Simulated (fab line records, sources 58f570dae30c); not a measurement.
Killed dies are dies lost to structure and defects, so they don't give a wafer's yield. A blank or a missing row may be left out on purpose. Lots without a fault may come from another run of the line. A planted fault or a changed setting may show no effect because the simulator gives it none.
A struck lot beside a sound one | flow berkeley_cmos170 | 14 steps out of a route of 331
Sound: wafers L911.3, L911.4, L911.5. Struck: wafers L918.1, L918.2, L918.3. The cause comes at the end.
At each step with rows: each side's tool, then ch and its chambers, then its first start. Under that, the readings that differ: sound wafers | struck wafers | difference of the means | sigmas: that difference in standard deviations of wafers without a fault.
alike: readings whose means differ by less than 2 such deviations, and words and numbers that are the same on both sides. not compared: withheld readings, readings that some wafer has no value for, bounds like >300 that may hide the same value, and numbers for which the record gives no deviation and whose values overlap.
The two part at a step that has a row with sigmas, a row that says differs or no value, or rows on one side only. Numbers that don't overlap but have no deviation are shown without sigmas and don't part them. A reading that every wafer of one side lacks parts them only if that side has two wafers or more.

UCB170_M2_METAL_ETCH_18: etches Al in Cl2/BCl3, stops on SiO2, target depth 1170 nm, time 195 s.
  sound on rie_metal-04 ch 0,1, day 8 03:56; struck on rie_metal-04 ch 0,1, day 9 17:41
  alike: drypump_motor_current_A, oes_product_au, throttle_valve_pct
  not compared: rf_hours_counter_h
UCB170_M2_STRIP_19: strips in O2.
  sound on plasma_asher-04 ch 0,1, day 8 04:05; struck on plasma_asher-02 ch 0,1, day 9 17:52
  alike: drypump_motor_current_A, o2_flow_sccm, oes_product_au
  not compared: rf_hours_counter_h
UCB170_M2_CD_MEAS_90: target cd 700 nm.
  sound on cd_sem-01, day 8 04:11; struck on cd_sem-01, day 9 17:58
  alike: cd_nm
UCB170_V2_CVD_00: deposits SiO2 from TEOS/O2, target thk 2000 nm, time 250 s.
  sound on pecvd-02 ch 1,2, day 8 04:16; struck on pecvd-01 ch 0,1,2, day 9 18:05
  reading              | sound                | struck               | difference | sigmas
  susceptor_temp_C (C) | 389.79 390.01 389.43 | 390.57 389.87 390.06 | +0.42      | +2
  alike: heater_power_w
UCB170_V2_THK_MEAS_01:
  sound on film_metro-03, day 8 04:27; struck on film_metro-02, day 9 18:14
  alike: V2_TEOS_THK
UCB170_V2_CMP_02: polishes SiO2.
  sound on cmp-02 ch 2,3, day 8 04:29; struck on cmp-01 ch 0,1,2, day 9 18:18
  alike: edge_zone_pressure_frac, motor_current_A
UCB170_V2_BOW_MEAS_03:
  sound on film_metro-02, day 8 04:50; struck on film_metro-04, day 9 18:36
  reading     | sound    | struck   | difference | sigmas
  V2_BOW (um) | 47 50 40 | 20 34 24 | -20        | -3
UCB170_V2_THK_MEAS_04:
  sound on film_metro-02, day 8 04:56; struck on film_metro-04, day 9 18:43
  reading              | sound             | struck               | difference | sigmas
  V2_POLISHED_THK (nm) | 998.3 998.4 998.7 | 1001.2 1000.9 1001.5 | +2.7       | +2
then, 4 steps without rows for these wafers: UCB170_V2_CLEAN_05 (cleans in DIW); UCB170_V2_HMDS_06 (prime time 60 s); UCB170_V2_COAT_07 (resist thk 900 nm); UCB170_V2_SOFTBAKE_08 (time 60 s).
UCB170_V2_EXPOSE_09: exposes mask VIA2, target cd 700 nm.
  sound on krf_scanner-01 ch 0, day 8 06:10; struck on krf_scanner-01, day 9 19:32
  no value came back on the struck wafers for exposure_dose_mJ_cm2, focus_offset_nm (nm), stage_vel_mm_s (mm/s); on the sound wafers exposure_dose_mJ_cm2 reads 36.99 36.95 36.95
  alike: mask
then, 1 step without rows for these wafers: UCB170_V2_PEB_10.

WHERE THEY PART
First at UCB170_V2_CVD_00; last, within this record, at UCB170_V2_EXPOSE_09.

WHY: what the simulator had put in
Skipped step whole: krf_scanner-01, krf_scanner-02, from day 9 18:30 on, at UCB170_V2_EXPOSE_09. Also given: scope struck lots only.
